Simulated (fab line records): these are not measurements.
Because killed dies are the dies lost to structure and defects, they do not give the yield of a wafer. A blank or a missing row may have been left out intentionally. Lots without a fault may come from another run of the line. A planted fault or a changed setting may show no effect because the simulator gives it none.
Check for tools in common    flow berkeley cmos170    Sampled: 14 lots, 48 wafers

WHAT PROMPTED THE OPENING
Of 14 lots, 2 have the reading PVT_TW flagged at UCB170_PVT_TW_MEAS_09. Wafers without a fault read 510, standard deviation 3.4.
Rule: a lot gets a flag if all its wafers with a number sit over 4 standard deviations from that mean, or if no wafer of it has a number. As for the other lots, they are considered sound.

lot   measured      on             PVT_TW, wafer by wafer         flag
L887  day 6 01:39   film metro-02  513 514 514                    
L889  day 6 07:29   film metro-04  509 506 507                    
L888  day 6 07:44   film metro-02  514 515 517                    
L890  day 7 06:14   film metro-04  507 505 506                    
L891  day 7 06:28   film metro-02  508 508 510                    
L897  day 8 06:13   film metro-03  1045 1052 1050 1045 1048 1044  FLAGGED
L900  day 8 21:24   film metro-02  1060 1061 1059 1060 1054 1058  FLAGGED
L904  day 9 23:35   film metro-04  505 504 503                    
L906  day 10 09:26  film metro-03  509 507 506                    
L905  day 10 09:38  film metro-03  508 510 508                    
L907  day 10 15:12  film metro-04  509 510 510                    
L910  day 11 08:09  film metro-02  512 512 510                    
L909  day 11 08:25  film metro-03  507 509 508                    
L908  day 11 08:42  film metro-02  514 513 512                    
Averaged over the flagged lots the numbers come to 1053, +543 from the usual (+99 or more standard deviations).

WHICH TOOL RAN EACH LOT
The record keeps 1 process step preceding the reading, out of 331 steps on the route. Each cell gives the tool, then ch followed by the chambers the sampled wafers passed through, then the start.
lot   flag     UCB170_PVT_IMPLANT_07
L887           implanter-04 ch 0, day 6 01:26
L889           implanter-04 ch 0, day 6 07:14
L888           implanter-03 ch 0, day 6 07:31
L890           implanter-01 ch 0, day 7 06:01
L891           implanter-04 ch 0, day 7 06:13
L897  FLAGGED  implanter-04 ch 0, day 8 05:55
L900  FLAGGED  implanter-04 ch 0, day 8 21:10
L904           implanter-03 ch 0, day 9 23:20
L906           implanter-03 ch 0, day 10 09:11
L905           implanter-03 ch 0, day 10 09:23
L907           implanter-03 ch 0, day 10 14:59
L910           implanter-03 ch 0, day 11 07:55
L909           implanter-04 ch 0, day 11 08:11
L908           implanter-03 ch 0, day 11 08:28
What these steps do:
- UCB170_PVT_IMPLANT_07
- UCB170_PVT_TW_MEAS_09

FLAGGED AGAINST TOTAL, ONE TOOL AT A TIME (gauges that did the reading follow at the end)
step                   tool           lots run  flagged  share of the flagged lots  sound lots run after its first flagged lot
UCB170_PVT_IMPLANT_07  implanter-01   1         0        none                       -
UCB170_PVT_IMPLANT_07  implanter-03   7         0        none                       -
UCB170_PVT_IMPLANT_07  implanter-04   6         2        all                        1 (L909)
UCB170_PVT_TW_MEAS_09  film metro-02  6         1        some                       2 (L910,L908)
UCB170_PVT_TW_MEAS_09  film metro-03  4         1        some                       3 (L906,L905,L909)
UCB170_PVT_TW_MEAS_09  film metro-04  4         0        none                       -

WHAT IS ALLOWED BY THE TABLE
In the table, 1 row covers all flagged lots: implanter-04 at UCB170_PVT_IMPLANT_07.
- implanter-04 at UCB170_PVT_IMPLANT_07 ran 6 lots, 2 of them flagged. After the first flagged lot (L909), sound lots still ran on it; a lasting fault on the whole tool would not permit that. Its own readings (dose ions cm2, faraday current uA) fall more than 4 standard deviations out on all wafers of the flagged lots.
None of the table's rows ran every flagged lot and, after the first, no sound lot.

WHAT WAS PUT IN BY THE SIMULATOR
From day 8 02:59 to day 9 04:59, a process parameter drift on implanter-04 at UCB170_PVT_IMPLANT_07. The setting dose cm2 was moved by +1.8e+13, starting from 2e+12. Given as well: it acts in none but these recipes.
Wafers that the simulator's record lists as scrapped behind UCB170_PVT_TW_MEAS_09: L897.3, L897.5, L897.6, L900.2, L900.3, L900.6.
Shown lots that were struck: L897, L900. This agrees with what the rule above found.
